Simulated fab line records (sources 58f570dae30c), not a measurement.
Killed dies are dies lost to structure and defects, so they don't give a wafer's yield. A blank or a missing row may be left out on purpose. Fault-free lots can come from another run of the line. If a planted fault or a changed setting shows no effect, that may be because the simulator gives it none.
Chamber matching    flow berkeleyCmos170    3 sister chambers for UCB170_V2_CVD_00 on pecvd-01
The step deposits SiO2 from TEOS/O2, target thk 2000 nm, time 250 s. 6 wafers are shown with their chamber, then 7 later ones without.

WAFERS WITH THEIR CHAMBER
wafer   chamber  heaterPowerW (W)  rfFwdPowerW (W)
L244.6  2        250               548.9
L250.1  2        239               549.3
L250.4  1        261               548.8
L250.6  0        300               547.0
L255.1  0        298               547.0
L255.2  1        343               550.6

WAFERS WHOSE CHAMBER IS MISSING
wafer   heaterPowerW (W)  rfFwdPowerW (W)
L255.6  221               547.1
L257.2  261               547.0
L257.5  263               548.5
L257.6  177               548.1
L260.1  331               549.5
L260.2  205               547.4
L260.5  254               549.2

WHICH CHAMBER EACH ONE RAN IN
wafer   from the rows above           in truth
L255.6  can't be placed: 0 or 2 or 1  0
L257.2  can't be placed: 0 or 2       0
L257.5  can't be placed: 2 or 1 or 0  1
L257.6  can't be placed: 2 or 0 or 1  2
L260.1  can't be placed: 1 or 2       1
L260.2  can't be placed: 2 or 0 or 1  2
L260.5  can't be placed: 2 or 1       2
Placed correctly: 0 of 7. Unplaceable from these rows: 7, with the true chamber sitting among the candidates in 7. Placed wrongly: 0.
How it was worked out, from the rows above alone: a wafer's distance from a chamber is the root of the sum, over the readings, of the square of ((its reading less the chamber's mean) divided by the reading's scatter). If the next closest chamber is less than 2 further off than the closest, the wafer can't be placed; otherwise it belongs to the closest. Each chamber's mean is taken over the wafers shown for it. The scatter: the root of (the sum of the squares of (reading less its chamber's mean) over the shown wafers, divided by (wafers less chambers)).
